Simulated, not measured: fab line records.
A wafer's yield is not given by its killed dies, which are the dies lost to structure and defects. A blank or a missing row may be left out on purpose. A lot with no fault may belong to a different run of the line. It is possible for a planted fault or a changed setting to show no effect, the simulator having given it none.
One fault seen from 2 desks :: flow berkeley cmos170 :: numbers are kept per desk, each desk with only its own; the story behind them comes last

## FROM THE METROLOGY DESK
Means of the sampled wafers that have a number, per lot and without regard to the tool the lot ran on: this is what the gauges read. A lot is out of limits, marked OUT, if its mean lies more than 4 standard deviations from the usual mean; the brackets give that distance.
Columns: A = ACTIVE_OVL at UCB170_ACTIVE_OVL_MEAS_14, usual -2 nm; B = PLDD_TW at UCB170_PLDD_TW_MEAS_11, usual 1013; C = NLDD_TW at UCB170_NLDD_TW_MEAS_11, usual 2235; D = PLDD_RS at UCB170_SDANNEAL_RS_MEAS_04, usual 1030.6 ohm/sq
lot: L270
first seen here: day 4 18:59
A: 0
B: 1016
C: 2237
D: 1024.5

lot: L268
first seen here: day 4 19:14
A: -8
B: 1004
C: 2237
D: 1031.6

lot: L272
first seen here: day 5 01:43
A: 3
B: 1004
C: 2231
D: 1030.9

lot: L269
first seen here: day 5 01:44
A: 0
B: 1014
C: 2236
D: 1032.0

lot: L273
first seen here: day 5 21:56
A: -12
B: 1017
C: 2242
D: 1034.1

lot: L275
first seen here: day 5 23:46
A: -5
B: 1004
C: 2235
D: 1030.7

lot: L276
first seen here: day 6 07:40
A: 5
B: 1016
C: 2236
D: 1027.5

lot: L277
first seen here: day 6 07:56
A: 1
B: 1004
C: 2241
D: 1027.8

lot: L278
first seen here: day 7 02:55
A: -5
B: 1029
C: 2252
D: 967.9 (-23) OUT

lot: L283
first seen here: day 7 19:10
A: -4
B: 1019
C: 2252
D: 1031.1

lot: L284
first seen here: day 7 19:22
A: 2
B: 1048 (+4.4) OUT
C: 2210
D: 968.5 (-23) OUT

lot: L288
first seen here: day 8 14:13
A: -6
B: 1015
C: 2249
D: 1032.4

lot: L289
first seen here: day 9 04:22
A: -6
B: 998
C: 2243
D: 1032.9

lot: L291
first seen here: day 9 15:03
A: -4
B: 1008
C: 2253
D: 1030.7
Finding of this desk: L278, L284 out of limits, first seen on L284 at day 10 04:56 (PLDD_TW at UCB170_PLDD_TW_MEAS_11). In limits: L270, L268, L272, L269, L273, L275, L276, L277, L283, L288, L289, L291.

## THE TOOL OWNER'S DESK: implanter-03
For each lot that ran on this tool, the mean over its sampled wafers that have a number, from the tool's own readings at UCB170_PLDD_IMPLANT_08. A lot is out of limits, marked OUT, if its mean lies more than 4 standard deviations from the usual mean; the brackets give that distance.
Columns: A = dose ions cm2 at UCB170_PLDD_IMPLANT_08, usual 5.001e+13; B = faraday current uA at UCB170_PLDD_IMPLANT_08, usual 158.5
lot: L270
first seen here: day 7 02:42
A: 5.004e+13
B: 160.9

lot: L273
first seen here: day 8 06:38
A: 5.003e+13
B: 157.0

lot: L276
first seen here: day 8 18:32
A: 5.002e+13
B: 157.1

lot: L278
first seen here: day 9 15:56
A: 5.802e+13 (+99 or more) OUT
B: 184.6 (+9.0) OUT

lot: L284
first seen here: day 10 04:35
A: 5.808e+13 (+99 or more) OUT
B: 184.2 (+8.9) OUT
Finding of this desk: L278, L284 out of limits; the first was L278 at day 9 15:56, on dose ions cm2 at UCB170_PLDD_IMPLANT_08. In limits: L270, L273, L276.

## ALL TOGETHER
An alarm could have come from the tool owner's desk at day 9 15:56, on L278, L284.
The metrology desk could have raised an alarm at day 10 04:56, on L278, L284.
The lots listed all ran UCB170_PLDD_IMPLANT_08 on implanter-03.

## WHAT THE SIMULATOR HAD INSERTED
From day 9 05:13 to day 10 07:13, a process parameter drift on implanter-03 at UCB170_PLDD_IMPLANT_08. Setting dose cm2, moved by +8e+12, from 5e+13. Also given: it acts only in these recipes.
Struck lots among those shown: L278, L284.
Fault start to first reading out of limits, in hours, per desk: tool owner, 11; metrology, 24.
